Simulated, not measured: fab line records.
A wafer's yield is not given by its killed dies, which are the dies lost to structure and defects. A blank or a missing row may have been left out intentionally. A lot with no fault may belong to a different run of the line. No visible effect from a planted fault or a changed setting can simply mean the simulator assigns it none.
Matching of chambers || flow berkeleyCmos170 || rieDiel-04 running UCB170_CONTACT_ETCH_17: 4 sister chambers
The step etches BARC in N2/H2. 16 wafers are shown with their chamber, then 8 later ones without.

WAFERS PAIRED WITH THEIR CHAMBERS
{"wafer": "L134.1", "chamber": 0, "throttleValvePct (%)": 13.02, "drypumpMotorCurrentA (A)": 6.2, "oesProductAu (a.u.)": 0.968}
{"wafer": "L134.2", "chamber": 2, "throttleValvePct (%)": 13.48, "drypumpMotorCurrentA (A)": 5.5, "oesProductAu (a.u.)": 1.019}
{"wafer": "L134.5", "chamber": 0, "throttleValvePct (%)": 13.00, "drypumpMotorCurrentA (A)": 6.2, "oesProductAu (a.u.)": 0.954}
{"wafer": "L135.1", "chamber": 0, "throttleValvePct (%)": 13.02, "drypumpMotorCurrentA (A)": 6.2, "oesProductAu (a.u.)": 0.952}
{"wafer": "L135.3", "chamber": 2, "throttleValvePct (%)": 13.48, "drypumpMotorCurrentA (A)": 5.5, "oesProductAu (a.u.)": 1.005}
{"wafer": "L135.5", "chamber": 2, "throttleValvePct (%)": 13.48, "drypumpMotorCurrentA (A)": 5.5, "oesProductAu (a.u.)": 1.003}
{"wafer": "L140.3", "chamber": 1, "throttleValvePct (%)": 12.97, "drypumpMotorCurrentA (A)": 6.3, "oesProductAu (a.u.)": 0.990}
{"wafer": "L140.4", "chamber": 2, "throttleValvePct (%)": 13.47, "drypumpMotorCurrentA (A)": 5.5, "oesProductAu (a.u.)": 1.023}
{"wafer": "L140.5", "chamber": 1, "throttleValvePct (%)": 12.97, "drypumpMotorCurrentA (A)": 6.4, "oesProductAu (a.u.)": 0.985}
{"wafer": "L141.1", "chamber": 0, "throttleValvePct (%)": 13.02, "drypumpMotorCurrentA (A)": 6.3, "oesProductAu (a.u.)": 0.965}
{"wafer": "L141.4", "chamber": 1, "throttleValvePct (%)": 12.95, "drypumpMotorCurrentA (A)": 6.4, "oesProductAu (a.u.)": 0.986}
{"wafer": "L141.5", "chamber": 1, "throttleValvePct (%)": 12.96, "drypumpMotorCurrentA (A)": 6.4, "oesProductAu (a.u.)": 0.984}
{"wafer": "L148.1", "chamber": 0, "throttleValvePct (%)": 13.00, "drypumpMotorCurrentA (A)": 6.3, "oesProductAu (a.u.)": 0.967}
{"wafer": "L148.4", "chamber": 2, "throttleValvePct (%)": 13.49, "drypumpMotorCurrentA (A)": 5.5, "oesProductAu (a.u.)": 1.032}
{"wafer": "L148.5", "chamber": 1, "throttleValvePct (%)": 12.96, "drypumpMotorCurrentA (A)": 6.4, "oesProductAu (a.u.)": 0.985}
{"wafer": "L151.3", "chamber": 3, "throttleValvePct (%)": 13.35, "drypumpMotorCurrentA (A)": 5.4, "oesProductAu (a.u.)": 1.036}

SIGNATURES, as means of the wafers listed above
{"reading": "throttleValvePct", "chamber 0": 13.0120, "chamber 1": 12.9620, "chamber 2": 13.4800, "chamber 3": 13.3500, "scatter within a chamber": 0.00894}
{"reading": "drypumpMotorCurrentA", "chamber 0": 6.240, "chamber 1": 6.380, "chamber 2": 5.500, "chamber 3": 5.400, "scatter within a chamber": 0.0408}
{"reading": "oesProductAu", "chamber 0": 0.96120, "chamber 1": 0.98600, "chamber 2": 1.01640, "chamber 3": 1.03600, "scatter within a chamber": 0.00845}
Rule: a wafer lies at a distance from a chamber equal to the root of the sum of squares, over the readings, of (its reading less the chamber's mean, divided by the reading's scatter). If the next closest chamber is less than 2 further off than the closest, the wafer can't be placed; otherwise it belongs to the closest. How the scatter is found: for the shown wafers, subtract from each reading the mean of its chamber, square and add these, divide the total by (wafers less chambers), then take the root.

WAFERS WITH NO CHAMBER GIVEN
{"wafer": "L151.4", "throttleValvePct (%)": 12.99, "drypumpMotorCurrentA (A)": 6.2, "oesProductAu (a.u.)": 0.969}
{"wafer": "L151.5", "throttleValvePct (%)": 13.35, "drypumpMotorCurrentA (A)": 5.5, "oesProductAu (a.u.)": 1.031}
{"wafer": "L153.3", "throttleValvePct (%)": 13.34, "drypumpMotorCurrentA (A)": 5.4, "oesProductAu (a.u.)": 1.032}
{"wafer": "L153.4", "throttleValvePct (%)": 13.35, "drypumpMotorCurrentA (A)": 5.5, "oesProductAu (a.u.)": 1.041}
{"wafer": "L153.5", "throttleValvePct (%)": 12.95, "drypumpMotorCurrentA (A)": 6.4, "oesProductAu (a.u.)": 0.993}
{"wafer": "L155.1", "throttleValvePct (%)": 13.01, "drypumpMotorCurrentA (A)": 6.2, "oesProductAu (a.u.)": 0.965}
{"wafer": "L155.2", "throttleValvePct (%)": 12.95, "drypumpMotorCurrentA (A)": 6.4, "oesProductAu (a.u.)": 0.998}
{"wafer": "L155.5", "throttleValvePct (%)": 13.34, "drypumpMotorCurrentA (A)": 5.5, "oesProductAu (a.u.)": 1.030}

EACH ONE'S CHAMBER
{"wafer": "L151.4", "from the rows above": 0, "in truth": 0}
{"wafer": "L151.5", "from the rows above": 3, "in truth": 3}
{"wafer": "L153.3", "from the rows above": 3, "in truth": 3}
{"wafer": "L153.4", "from the rows above": 3, "in truth": 3}
{"wafer": "L153.5", "from the rows above": 1, "in truth": 1}
{"wafer": "L155.1", "from the rows above": 0, "in truth": 0}
{"wafer": "L155.2", "from the rows above": 1, "in truth": 1}
{"wafer": "L155.5", "from the rows above": 3, "in truth": 3}
Placed correctly: 8 of 8. From these rows, 0 cannot be placed. Placed wrongly: 0.
